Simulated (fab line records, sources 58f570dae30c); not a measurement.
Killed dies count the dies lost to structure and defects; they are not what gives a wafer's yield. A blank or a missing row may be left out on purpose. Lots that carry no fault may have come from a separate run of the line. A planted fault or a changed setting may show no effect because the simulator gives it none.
What tool caused it? ; flow berkeley cmos170 ; 14 lots with 42 wafers sampled at 4 steps, on a route of 331 steps

WHAT THE GAUGES SHOWED, per wafer
UCB170_PWELL_THK_MEAS_03. Usual: PWELL_OXIDE_THK typically reads 26.2 nm, with standard deviation 0.42.
lot;measured;on;PWELL_OXIDE_THK (nm);flag
L601;day 3 04:29;film metro-04;26.0 26.2 26.6;
L602;day 3 13:45;film metro-04;26.2 26.5 26.7;
L603;day 3 13:46;film metro-01;26.9 26.9 26.7;
L605;day 4 02:56;film metro-04;26.5 26.7 26.6;
L607;day 4 13:53;film metro-01;26.9 26.4 26.3;
L609;day 4 22:34;film metro-04;27.0 26.5 26.7;
L610;day 4 22:35;film metro-01;26.6 26.7 26.4;
L612;day 5 07:23;film metro-01;25.3 25.4 25.5;
L613;day 5 19:29;film metro-01;26.1 25.6 26.0;
L614;day 5 19:29;film metro-03;26.2 26.3 26.8;
L615;day 6 04:05;film metro-01;26.2 26.0 26.5;
L619;day 7 00:13;film metro-01;26.2 25.6 25.6;
L621;day 7 07:23;film metro-04;26.1 25.7 26.0;
L623;day 8 00:49;film metro-04;26.1 26.3 26.2;

UCB170_SCREENOX_THK_MEAS_02. Usual: SCREENOX_OXIDE_THK typically reads 14.29 nm, with standard deviation 0.26.
lot;measured;on;SCREENOX_OXIDE_THK (nm);flag
L601;day 6 12:26;film metro-02;14.03 14.22 14.37;
L602;day 7 01:31;film metro-04;14.49 14.51 14.34;
L603;day 7 01:31;film metro-03;14.30 14.31 14.33;
L605;day 7 13:47;film metro-03;14.52 14.38 14.44;
L607;day 7 21:49;film metro-02;14.01 14.44 14.30;
L609;day 8 03:55;film metro-04;13.75 13.85 13.78;
L610;day 8 03:55;film metro-02;14.10 14.17 13.79;
L612;day 8 13:28;film metro-04;14.96 14.67 14.68;
L613;day 9 05:49;film metro-02;14.12 14.16 14.15;
L614;day 9 05:49;film metro-04;13.85 13.86 13.99;
L615;day 9 17:30;film metro-04;14.11 14.24 14.24;
L619;day 10 09:00;film metro-03;14.16 14.44 14.22;
L621;day 10 08:58;film metro-04;14.30 14.39 14.25;
L623;day 10 22:29;film metro-02;14.30 14.38 14.19;

WHAT TOOL EACH LOT RAN ON (gives the tool, then ch and the chambers of the sampled wafers, and finally the start)
lot;UCB170_ACTIVE_STRIP_16;UCB170_PFIELD_IMPLANT_07
L601;plasma asher-02 ch 0,1, day 5 04:40;implanter-04 ch 0, day 5 06:12
L602;plasma asher-03 ch 0,1, day 5 15:23;implanter-03 ch 0, day 5 16:53
L603;plasma asher-01 ch 0,1, day 5 15:35;implanter-01 ch 0, day 5 17:14
L605;plasma asher-01 ch 0,1, day 6 02:08;implanter-04 ch 0, day 6 04:08
L607;plasma asher-01 ch 0,1, day 6 11:32;implanter-01 ch 0, day 6 13:25
L609;plasma asher-01 ch 0,1, day 6 19:01;implanter-03 ch 0, day 6 23:23
L610;plasma asher-02 ch 0,1, day 6 18:41;implanter-04 ch 0, day 6 23:08
L612;plasma asher-01 ch 0,1, day 7 10:08;implanter-04 ch 0, day 7 11:50
L613;plasma asher-03 ch 0,1, day 7 23:26;implanter-04 ch 0, day 8 05:12
L614;plasma asher-01 ch 0,1, day 7 23:40;implanter-01 ch 0, day 8 05:28
L615;plasma asher-02 ch 0,1, day 8 17:19;implanter-03 ch 0, day 8 19:11
L619;plasma asher-03 ch 0,1, day 9 04:51;implanter-03 ch 0, day 9 09:47
L621;plasma asher-02 ch 0,1, day 9 04:37;implanter-01 ch 0, day 9 09:49
L623;plasma asher-03 ch 0, day 9 16:16;implanter-01 ch 0, day 9 18:04
- UCB170_ACTIVE_STRIP_16: strips in O2.
- UCB170_PFIELD_IMPLANT_07

AS READ BY THE TOOLS THEMSELVES (means over the sampled wafers that have a number; for cases with no such wafer, the mark the record gives instead)
UCB170_ACTIVE_STRIP_16. Usual: drypump motor current A 5.57 A, standard deviation 0.18; oes product au 0.721 a.u., standard deviation 0.0046; strip time to endpoint s 18.07 s, standard deviation 0.082.
lot;tool;drypump motor current A (A);oes product au (a.u.);strip time to endpoint s (s);flag
L601;plasma asher-02;5.46;0.720;18.02;
L602;plasma asher-03;5.63;0.716;18.06;
L603;plasma asher-01;5.63;0.719;18.08;
L605;plasma asher-01;5.68;0.719;18.01;
L607;plasma asher-01;5.62;0.722;18.17;
L609;plasma asher-01;5.66;0.722;18.04;
L610;plasma asher-02;5.47;0.718;18.05;
L612;plasma asher-01;5.66;0.723;18.12;
L613;plasma asher-03;5.63;0.718;18.04;
L614;plasma asher-01;5.66;0.726;18.10;
L615;plasma asher-02;5.30;0.722;18.07;
L619;plasma asher-03;5.63;0.720;18.13;
L621;plasma asher-02;5.30;0.723;18.05;
L623;plasma asher-03;5.55;0.720;18.02;

UCB170_PFIELD_IMPLANT_07. Usual: beam energy keV reads 79.998 (standard deviation 0.028).
lot;tool;beam energy keV;flag
L601;implanter-04;79.992;
L602;implanter-03;80.017;
L603;implanter-01;80.032;
L605;implanter-04;79.994;
L607;implanter-01;80.019;
L609;implanter-03;80.026;
L610;implanter-04;79.986;
L612;implanter-04;84.783;OFF
L613;implanter-04;84.827;OFF
L614;implanter-01;79.994;
L615;implanter-03;80.004;
L619;implanter-03;80.020;
L621;implanter-01;79.947;
L623;implanter-01;79.968;

THE ANSWER, worked out from the rows above alone
Rule: lot off if the mean of its wafers having a number is beyond 3 standard deviations from the usual mean. A lot without any number at a reading at which 4 lots or more have one is off too. All remaining lots with rows at the step are treated as sound. Order of review: gauges by route order, followed by the tools' own readings, for which a lot's mean as printed above is used. The first step at which some lot is off is used, and at that step the reading that is off furthest; a lot without a number counts as furthest.
Off, at UCB170_PFIELD_IMPLANT_07 on beam energy keV: L612, L613.
A tool fits if, at that step or a process step before it, it ran every lot that is off, and no sound lot after the first of them. One fits: implanter-04 at UCB170_PFIELD_IMPLANT_07. A fault onset in the window from L610 (day 6 23:08, its last sound lot) to L612 (day 7 11:50, its first lot off) fits.
The tool's own readings at UCB170_PFIELD_IMPLANT_07 bear it out: on the lots that are off they differ by more than 5 times the standard deviation of the sound lots' means. beam energy keV reads 84.805 there against 80.000 on the sound lots.

WHAT HAD BEEN PUT IN BY THE SIMULATOR
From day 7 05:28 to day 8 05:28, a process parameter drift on implanter-04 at UCB170_PFIELD_IMPLANT_07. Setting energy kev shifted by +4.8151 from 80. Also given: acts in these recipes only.
Shown lots that were struck: L612, L613. The same result came from the rule above.
